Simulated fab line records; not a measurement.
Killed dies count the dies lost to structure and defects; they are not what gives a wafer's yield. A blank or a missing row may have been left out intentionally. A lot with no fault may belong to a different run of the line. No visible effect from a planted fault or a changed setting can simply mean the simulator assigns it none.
What tool caused it? || flow rit-cmos || 15 lots, 45 wafers sampled, at 3 steps of a route of 202

## WHAT EACH GAUGE READ, for each wafer
RIT_SILICIDE_RS_MEAS_02: measurement is done with a four-point probe.
{"lot": "L331", "measured": "day 3 14:38", "on": "film-metro-03", "SILICIDE_TI_RS (ohm/sq)": "47.5 47.3 48.0"}
{"lot": "L332", "measured": "day 3 23:59", "on": "film-metro-04", "SILICIDE_TI_RS (ohm/sq)": "47.5 47.6 47.3"}
{"lot": "L333", "measured": "day 4 05:21", "on": "film-metro-04", "SILICIDE_TI_RS (ohm/sq)": "47.9 48.1 47.9"}
{"lot": "L334", "measured": "day 4 09:55", "on": "film-metro-04", "SILICIDE_TI_RS (ohm/sq)": "47.7 48.0 47.2"}
{"lot": "L335", "measured": "day 4 13:38", "on": "film-metro-03", "SILICIDE_TI_RS (ohm/sq)": "47.9 48.0 47.4"}
{"lot": "L336", "measured": "day 4 19:06", "on": "film-metro-03", "SILICIDE_TI_RS (ohm/sq)": "48.0 48.3 47.4"}
{"lot": "L337", "measured": "day 5 00:46", "on": "film-metro-04", "SILICIDE_TI_RS (ohm/sq)": "48.2 47.9 47.8"}
{"lot": "L338", "measured": "day 5 04:36", "on": "film-metro-01", "SILICIDE_TI_RS (ohm/sq)": "47.6 47.0 47.5"}
{"lot": "L340", "measured": "day 5 14:30", "on": "film-metro-03", "SILICIDE_TI_RS (ohm/sq)": "47.9 48.0 47.9"}
{"lot": "L341", "measured": "day 5 19:17", "on": "film-metro-01", "SILICIDE_TI_RS (ohm/sq)": "48.1 48.6 48.7"}
{"lot": "L342", "measured": "day 5 23:37", "on": "film-metro-04", "SILICIDE_TI_RS (ohm/sq)": "47.8 47.2 44.7"}
{"lot": "L344", "measured": "day 6 11:20", "on": "film-metro-04", "SILICIDE_TI_RS (ohm/sq)": "47.0 48.0 44.2"}
{"lot": "L346", "measured": "day 6 18:11", "on": "film-metro-04", "SILICIDE_TI_RS (ohm/sq)": "49.7 49.2 45.5"}
{"lot": "L350", "measured": "day 7 16:13", "on": "film-metro-03", "SILICIDE_TI_RS (ohm/sq)": "48.7 47.6 48.2"}
{"lot": "L352", "measured": "day 8 05:00", "on": "film-metro-03", "SILICIDE_TI_RS (ohm/sq)": "46.8 47.2 47.4"}

RIT_SILICIDE_THK_MEAS_03: measures by xrf.
{"lot": "L331", "measured": "day 3 14:44", "on": "film-metro-03", "SILICIDE_TI_THK (nm)": "30.1 30.2 29.8"}
{"lot": "L332", "measured": "day 4 00:05", "on": "film-metro-04", "SILICIDE_TI_THK (nm)": "30.2 30.1 30.3"}
{"lot": "L333", "measured": "day 4 05:28", "on": "film-metro-04", "SILICIDE_TI_THK (nm)": "29.9 29.9 29.9"}
{"lot": "L334", "measured": "day 4 10:02", "on": "film-metro-04", "SILICIDE_TI_THK (nm)": "30.1 29.9 30.3"}
{"lot": "L335", "measured": "day 4 13:45", "on": "film-metro-03", "SILICIDE_TI_THK (nm)": "29.9 29.7 30.1"}
{"lot": "L336", "measured": "day 4 19:13", "on": "film-metro-03", "SILICIDE_TI_THK (nm)": "29.7 29.7 30.2"}
{"lot": "L337", "measured": "day 5 00:53", "on": "film-metro-04", "SILICIDE_TI_THK (nm)": "29.8 30.1 30.0"}
{"lot": "L338", "measured": "day 5 04:43", "on": "film-metro-01", "SILICIDE_TI_THK (nm)": "30.0 30.3 30.1"}
{"lot": "L340", "measured": "day 5 14:37", "on": "film-metro-03", "SILICIDE_TI_THK (nm)": "29.8 29.7 29.9"}
{"lot": "L341", "measured": "day 5 19:24", "on": "film-metro-01", "SILICIDE_TI_THK (nm)": "29.8 29.4 29.4"}
{"lot": "L342", "measured": "day 5 23:44", "on": "film-metro-04", "SILICIDE_TI_THK (nm)": "30.1 30.4 31.7"}
{"lot": "L344", "measured": "day 6 11:27", "on": "film-metro-04", "SILICIDE_TI_THK (nm)": "30.3 29.8 31.8"}
{"lot": "L346", "measured": "day 6 18:18", "on": "film-metro-04", "SILICIDE_TI_THK (nm)": "29.0 29.2 31.1"}
{"lot": "L350", "measured": "day 7 16:20", "on": "film-metro-03", "SILICIDE_TI_THK (nm)": "29.4 29.9 29.6"}
{"lot": "L352", "measured": "day 8 05:07", "on": "film-metro-03", "SILICIDE_TI_THK (nm)": "30.3 30.1 30.1"}

## WHICH TOOL RAN EACH LOT (tool, then ch and the chambers of the sampled wafers, then the start)
{"lot": "L331", "RIT_SILICIDE_SPUTTER_01": "pvd-sputter-03, day 3 14:28"}
{"lot": "L332", "RIT_SILICIDE_SPUTTER_01": "pvd-sputter-03, day 3 23:49"}
{"lot": "L333", "RIT_SILICIDE_SPUTTER_01": "pvd-sputter-04, day 4 05:12"}
{"lot": "L334", "RIT_SILICIDE_SPUTTER_01": "pvd-sputter-03, day 4 09:45"}
{"lot": "L335", "RIT_SILICIDE_SPUTTER_01": "pvd-sputter-04, day 4 13:29"}
{"lot": "L336", "RIT_SILICIDE_SPUTTER_01": "pvd-sputter-03, day 4 18:57"}
{"lot": "L337", "RIT_SILICIDE_SPUTTER_01": "pvd-sputter-04, day 5 00:37"}
{"lot": "L338", "RIT_SILICIDE_SPUTTER_01": "pvd-sputter-03, day 5 04:27"}
{"lot": "L340", "RIT_SILICIDE_SPUTTER_01": "pvd-sputter-03, day 5 14:21"}
{"lot": "L341", "RIT_SILICIDE_SPUTTER_01": "pvd-sputter-04, day 5 19:07"}
{"lot": "L342", "RIT_SILICIDE_SPUTTER_01": "pvd-sputter-03, day 5 23:27"}
{"lot": "L344", "RIT_SILICIDE_SPUTTER_01": "pvd-sputter-03, day 6 11:11"}
{"lot": "L346", "RIT_SILICIDE_SPUTTER_01": "pvd-sputter-03, day 6 18:02"}
{"lot": "L350", "RIT_SILICIDE_SPUTTER_01": "pvd-sputter-02, day 7 16:03"}
{"lot": "L352", "RIT_SILICIDE_SPUTTER_01": "pvd-sputter-02, day 8 04:51"}
- RIT_SILICIDE_SPUTTER_01: material Ti, target thk 30 nm, time 240 s.

## AS READ BY THE TOOLS THEMSELVES (means over the sampled wafers that have a number; for cases with no such wafer, the mark the record gives instead)
RIT_SILICIDE_SPUTTER_01.
{"lot": "L331", "tool": "pvd-sputter-03", "throttle-valve-pct (%)": 29.7}
{"lot": "L332", "tool": "pvd-sputter-03", "throttle-valve-pct (%)": 29.7}
{"lot": "L333", "tool": "pvd-sputter-04", "throttle-valve-pct (%)": 28.9}
{"lot": "L334", "tool": "pvd-sputter-03", "throttle-valve-pct (%)": 29.9}
{"lot": "L335", "tool": "pvd-sputter-04", "throttle-valve-pct (%)": 29.0}
{"lot": "L336", "tool": "pvd-sputter-03", "throttle-valve-pct (%)": 29.1}
{"lot": "L337", "tool": "pvd-sputter-04", "throttle-valve-pct (%)": 28.9}
{"lot": "L338", "tool": "pvd-sputter-03", "throttle-valve-pct (%)": 29.6}
{"lot": "L340", "tool": "pvd-sputter-03", "throttle-valve-pct (%)": 30.2}
{"lot": "L341", "tool": "pvd-sputter-04", "throttle-valve-pct (%)": 29.6}
{"lot": "L342", "tool": "pvd-sputter-03", "throttle-valve-pct (%)": 29.7}
{"lot": "L344", "tool": "pvd-sputter-03", "throttle-valve-pct (%)": 29.8}
{"lot": "L346", "tool": "pvd-sputter-03", "throttle-valve-pct (%)": 29.8}
{"lot": "L350", "tool": "pvd-sputter-02", "throttle-valve-pct (%)": 29.8}
{"lot": "L352", "tool": "pvd-sputter-02", "throttle-valve-pct (%)": 30.3}

## THE ANSWER, worked out from the rows above alone
Rule: the usual values come from the lots themselves. Put in order of their means at a reading, lots are off if they are a third of the lots or fewer, leave a main group of 4 or more, and stand apart from it by a gap of 3 or more times the standard deviation of the main group's means; of several such gaps the widest counts. The tables above print the reading to a certain number of digits; a main group whose means all agree to those digits is not used. A lot without any number at a reading at which 4 lots or more have one is off too. The other lots that the step has rows for count as sound. Order of review: gauges by route order, followed by the tools' own readings, for which a lot's mean as printed above is used. The first step at which some lot is off is used, and at that step the reading that is off furthest; a lot without a number counts as furthest.
None of the lots is off at any reading shown; this tells nothing.

## WHAT WAS PUT IN BY THE SIMULATOR
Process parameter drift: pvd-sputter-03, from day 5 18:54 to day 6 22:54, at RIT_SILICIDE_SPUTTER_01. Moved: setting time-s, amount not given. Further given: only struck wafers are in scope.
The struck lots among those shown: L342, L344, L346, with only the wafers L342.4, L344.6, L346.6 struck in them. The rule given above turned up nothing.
